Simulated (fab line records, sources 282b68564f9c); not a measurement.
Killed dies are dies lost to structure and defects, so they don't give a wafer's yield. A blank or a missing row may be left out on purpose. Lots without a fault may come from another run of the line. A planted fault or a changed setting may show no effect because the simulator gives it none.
Which tool did it? | flow rit_cmos | 7 lots, 21 wafers sampled, at 2 steps of a route of 202

WHAT THE GAUGES READ, wafer by wafer
RIT_PLDD_TW_MEAS_10.
lot  | measured    | on            | PLDD_TW
L960 | day 3 10:58 | film_metro-01 | 2353 2376 2364
L962 | day 3 21:58 | film_metro-01 | 2377 2360 2356
L964 | day 4 07:09 | film_metro-02 | 2370 2372 2386
L966 | day 4 18:43 | film_metro-02 | 2384 2370 2384
L974 | day 6 04:40 | film_metro-02 | 1683 1671 1682 1687 1680 1684
L977 | day 6 18:14 | film_metro-01 | 2357 2381 2379
L982 | day 8 00:57 | film_metro-01 | 2367 2374 2364

WHICH TOOL RAN EACH LOT (tool, then ch and the chambers of the sampled wafers, then the start)
lot  | RIT_PLDD_IMPLANT_08
L960 | implanter-01 ch 0, day 3 10:38
L962 | implanter-01 ch 0, day 3 21:40
L964 | implanter-01 ch 0, day 4 06:52
L966 | implanter-04 ch 0, day 4 18:25
L974 | implanter-01 ch 0, day 6 04:20
L977 | implanter-04 ch 0, day 6 17:55
L982 | implanter-03 ch 0, day 8 00:38
- RIT_PLDD_IMPLANT_08

THE ANSWER, worked out from the rows above alone
Rule: what is usual is taken from the lots themselves. Put in order of their means at a reading, lots are off if they are a third of the lots or fewer, leave a main group of 4 or more, and stand apart from it by a gap of 3 or more times the standard deviation of the main group's means; of several such gaps the widest counts. A main group whose means are all the same, to the digits that the tables above print for the reading, isn't used. A lot without any number at a reading at which 4 lots or more have one is off too. The other lots that the step has rows for count as sound.
Off: L974, at RIT_PLDD_TW_MEAS_10 (PLDD_TW). The main group: mean 2371, standard deviation 5.7.
A tool fits if, at a process step before that reading, it ran every lot that is off, and no sound lot after the first of them. The gauges at RIT_PLDD_TW_MEAS_10 are tried like those tools. Can't be told from this: 2 tools fit, implanter-01 at RIT_PLDD_IMPLANT_08, film_metro-02 at RIT_PLDD_TW_MEAS_10.

WHAT THE SIMULATOR HAD PUT IN
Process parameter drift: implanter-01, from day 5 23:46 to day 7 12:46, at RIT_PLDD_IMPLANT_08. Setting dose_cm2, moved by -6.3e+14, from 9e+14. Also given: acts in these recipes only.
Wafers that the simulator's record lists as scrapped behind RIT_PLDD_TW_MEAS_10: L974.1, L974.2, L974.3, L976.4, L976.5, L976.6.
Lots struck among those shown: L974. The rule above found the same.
